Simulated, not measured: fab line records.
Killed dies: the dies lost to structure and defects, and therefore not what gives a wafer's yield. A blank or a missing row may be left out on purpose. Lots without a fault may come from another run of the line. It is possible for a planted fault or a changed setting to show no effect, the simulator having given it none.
Comparing a struck lot with a sound one ; flow berkeley-cmos170 ; 26 out of 331 route steps
Sound: wafers L432.2, L432.3, L432.4. The struck wafers were L433.2, L433.5, L433.6. The cause is given at the end.
Each step with rows lists, per side, the tool, then ch with its chambers, then its first start. Under that, the readings that differ: sound wafers ; struck wafers ; difference of the means ; sigmas: that difference in standard deviations of wafers without a fault.
alike: words and numbers the same on both sides, and readings whose means are apart by under 2 such deviations; not compared: readings that were withheld, readings missing a value for some wafer, numbers with overlapping values and no deviation given by the record, and bounds like >300 which may hide the same value.
The two part at a step that has a row with sigmas, a row that says differs or no value, or rows on one side only. When numbers do not overlap yet have no deviation, they are printed without sigmas and do not part them. A reading missing from all wafers of one side parts the sides only when that side holds two or more wafers.

first, 5 steps without rows for these wafers: UCB170_CONTACT_COAT_10 (resist thk 900 nm); UCB170_CONTACT_SOFTBAKE_11 (time 60 s); UCB170_CONTACT_EXPOSE_12 (exposes mask CONT, target cd 700 nm); UCB170_CONTACT_PEB_13; UCB170_CONTACT_DEVELOP_14 (develop time 45 s).
UCB170_CONTACT_CD_MEAS_15: the cd target is 700 nm.
  struck on cd-sem-02, day 8 02:53; sound on cd-sem-01, day 8 03:08
  alike: cd-nm
UCB170_CONTACT_OVL_MEAS_16:
  struck on overlay-01, day 8 02:59; sound on overlay-02, day 8 03:15
  alike: CONTACT_OVL
UCB170_CONTACT_ETCH_17: etches BARC in N2/H2.
  sound on rie-diel-01 ch 0,2,3, day 8 03:17; struck on rie-diel-04 ch 0,1,2, day 8 03:01
  alike: drypump-motor-current-A, oes-product-au, throttle-valve-pct
UCB170_CONTACT_ETCH_18: etches PSG in CHF3/CF4/Ar, stops on TiSi2, target depth 840 nm, time 195 s.
  sound: rie-diel-01 ch 0,2,3; struck: rie-diel-04 ch 0,1,2
  alike: CHF3_flow_sccm, drypump-motor-current-A, mfc-ar-sccm, oes-product-au, throttle-valve-pct
  not compared: rf-hours-counter-h
UCB170_CONTACT_STRIP_19: strips in O2.
  sound on plasma-asher-03 ch 0,1, day 8 03:26; struck on plasma-asher-01 ch 0,1, day 8 03:11
  alike: drypump-motor-current-A, o2-flow-sccm, oes-product-au
  not compared: rf-hours-counter-h
UCB170_CONTACT_CD_MEAS_90: the cd target is 700 nm.
  struck on cd-sem-02, day 8 03:19; sound on cd-sem-01, day 8 03:34
  alike: cd-nm
then, 1 step without rows for these wafers: UCB170_CONTACT_CLEAN_20 (cleans in SPM, time 600 s).
UCB170_M1_SPUTTER_00: material Al, target thk 600 nm, time 80 s.
  struck on pvd-sputter-04, day 8 03:49; sound on pvd-sputter-03, day 8 03:51
  alike: chamber-pressure-pa, throttle-valve-pct
UCB170_M1_RS_MEAS_01: measures by four-point-probe.
  struck on film-metro-03, day 8 03:55; sound on film-metro-02, day 8 03:56
reading;sound;struck;difference;sigmas
M1_AL_RS (ohm/sq);0.0492 0.0496 0.0488;0.0240 0.0240 0.0238;-0.0253;-51
UCB170_M1_THK_MEAS_02: measures by xrf.
  struck on film-metro-03, day 8 04:02; sound on film-metro-02, day 8 04:03
reading;sound;struck;difference;sigmas
M1_AL_THK (nm);595 589 598;1226 1220 1238;+634;+88
then, 6 steps without rows for these wafers: UCB170_M1_COAT_03; UCB170_M1_COAT_04 (resist thk 900 nm); UCB170_M1_SOFTBAKE_05 (time 60 s); UCB170_M1_EXPOSE_06 (exposes mask METAL1, target cd 700 nm); UCB170_M1_PEB_07; UCB170_M1_DEVELOP_08 (develop time 45 s).
UCB170_M1_CD_MEAS_09: the cd target is 700 nm.
  struck on cd-sem-01, day 8 04:56; sound on cd-sem-01, day 8 05:08
  alike: cd-nm
UCB170_M1_OVL_MEAS_10:
  struck on overlay-01, day 8 05:03; sound on overlay-02, day 8 05:14
  alike: M1_OVL
UCB170_M1_ETCH_11: etches BARC in N2/H2.
  sound on rie-diel-02 ch 1,2,3, day 8 05:16; struck on rie-diel-01 ch 0,2,3, day 8 05:05
  alike: drypump-motor-current-A, oes-product-au, throttle-valve-pct
UCB170_M1_METAL_ETCH_12: etches Al in Cl2/BCl3, stops on PSG, target depth 780 nm, time 130 s.
  sound on rie-metal-04 ch 0,1, day 8 05:19; struck on rie-metal-03 ch 0,1, day 8 05:07
reading;sound;struck;difference;sigmas
oes-product-au (a.u.);0.859 0.848 0.843;1.002 1.017 1.000;+0.156;+11
throttle-valve-pct (%);24.48 24.46 24.88;24.04 24.41 24.06;-0.44;-2
model.etch.depth-nm (nm);592.3 588.2 596.8;758.6 771.9 752;+168.4;
model.M1.feature-depth-nm (nm);630.9 626.8 633.7;758.6 771.9 752;+130.4;
  alike: drypump-motor-current-A
  not compared: rf-hours-counter-h
UCB170_M1_STRIP_13: strips in O2.
  sound on plasma-asher-01 ch 0,1, day 8 05:27; struck on plasma-asher-02 ch 0,1, day 8 05:15
  alike: drypump-motor-current-A, o2-flow-sccm, oes-product-au
  not compared: rf-hours-counter-h

== WHERE THEY PART ==
At UCB170_M1_RS_MEAS_01 first; at UCB170_M1_METAL_ETCH_12 last (within this record only). Later steps at which nothing parts them and some readings are alike: UCB170_M1_STRIP_13.

WHY: the cause the simulator had injected
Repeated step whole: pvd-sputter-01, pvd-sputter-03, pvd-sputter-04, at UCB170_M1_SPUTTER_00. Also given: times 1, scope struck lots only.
